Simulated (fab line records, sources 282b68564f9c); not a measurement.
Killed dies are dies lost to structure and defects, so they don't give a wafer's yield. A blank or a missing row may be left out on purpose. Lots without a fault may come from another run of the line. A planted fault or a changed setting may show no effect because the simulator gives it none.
Split-lot experiment | flow rit_cmos | 5 lots, 23 wafers read, on a route of 202 steps

THE SPLIT
At RIT_SILICIDE_SPUTTER_01 (material Ti, target thk 30 nm, time 240 s), the setting chamber_pressure_pa was moved away from the recipe's 0.667 Pa on 15 of the 23 wafers read, by -14.0% to +14.6%. The other wafers ran this setting at the recipe's value.

The file shows no step between the split and the reading.

THE READING
SILICIDE_TI_RS, in ohm/sq, at RIT_SILICIDE_RS_MEAS_02 (measures by four-point-probe). Fault-free wafers of this fab line usually give 47.9 ohm/sq, standard deviation 0.54 ohm/sq.

wafer  | tool, chamber at the split | chamber_pressure_pa as run, Pa | against the recipe | SILICIDE_TI_RS, ohm/sq | against lot-mates on the recipe
L075.1 | pvd_sputter-02, -          | 0.7415                         | +11.2%             | 60.2                   | no lot-mate on the recipe
L075.3 | pvd_sputter-02, -          | 0.7415                         | +11.2%             | 60.1                   | no lot-mate on the recipe
L075.4 | pvd_sputter-02, -          | 0.7415                         | +11.2%             | 60.5                   | no lot-mate on the recipe
L075.5 | pvd_sputter-02, -          | 0.7415                         | +11.2%             | 60.3                   | no lot-mate on the recipe
L075.6 | pvd_sputter-02, -          | 0.7415                         | +11.2%             | 60.5                   | no lot-mate on the recipe
L077.1 | pvd_sputter-02, -          | 0.667                          | recipe             | 47.0                   | -
L077.4 | pvd_sputter-02, -          | 0.667                          | recipe             | 47.4                   | -
L077.6 | pvd_sputter-02, -          | 0.667                          | recipe             | 47.1                   | -
L080.1 | pvd_sputter-03, -          | 0.5735                         | -14.0%             | 36.1                   | no lot-mate on the recipe
L080.2 | pvd_sputter-03, -          | 0.5735                         | -14.0%             | 35.7                   | no lot-mate on the recipe
L080.3 | pvd_sputter-03, -          | 0.5735                         | -14.0%             | 35.6                   | no lot-mate on the recipe
L080.5 | pvd_sputter-03, -          | 0.5735                         | -14.0%             | 35.5                   | no lot-mate on the recipe
L080.6 | pvd_sputter-03, -          | 0.5735                         | -14.0%             | 35.9                   | no lot-mate on the recipe
L081.1 | pvd_sputter-01, -          | 0.7646                         | +14.6%             | 65.9                   | no lot-mate on the recipe
L081.2 | pvd_sputter-01, -          | 0.7646                         | +14.6%             | 66.3                   | no lot-mate on the recipe
L081.4 | pvd_sputter-01, -          | 0.7646                         | +14.6%             | 65.7                   | no lot-mate on the recipe
L081.5 | pvd_sputter-01, -          | 0.7646                         | +14.6%             | 66.7                   | no lot-mate on the recipe
L081.6 | pvd_sputter-01, -          | 0.7646                         | +14.6%             | 65.9                   | no lot-mate on the recipe
L082.1 | pvd_sputter-03, -          | 0.667                          | recipe             | 48.8                   | -
L082.2 | pvd_sputter-03, -          | 0.667                          | recipe             | 48.0                   | -
L082.4 | pvd_sputter-03, -          | 0.667                          | recipe             | 47.8                   | -
L082.5 | pvd_sputter-03, -          | 0.667                          | recipe             | 47.9                   | -
L082.6 | pvd_sputter-03, -          | 0.667                          | recipe             | 49.0                   | -

THE FIT
A straight line over all 23 wafers: SILICIDE_TI_RS changes by +1.05 ohm/sq for each +1% of chamber_pressure_pa; r = +0.99; the points scatter about the line by 1.4 ohm/sq.
Too few moved wafers have a lot-mate on the recipe to fit a line with each lot's own level taken away.

THE WHOLE CHAIN: every reading that the file lists as answering this split, in the file's order
step                    | what it does                              | reading                                                                           | change (the file's fit)                | r (the file's)
RIT_SILICIDE_SPUTTER_01 | material Ti, target thk 30 nm, time 240 s | Ti_of_SILICIDE_SPUTTER_01.thk_nm (the simulator's own value, which no gauge read) | -0.0679 nm for each +1% of the setting | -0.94
RIT_SILICIDE_RS_MEAS_02 | measures by four-point-probe              | SILICIDE_TI_RS                                                                    | +1.05 for each +1% of the setting      | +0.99

THE FILE'S OWN FIT
SILICIDE_TI_RS changes by +1.05 ohm/sq for each +1% of chamber_pressure_pa, r = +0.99.
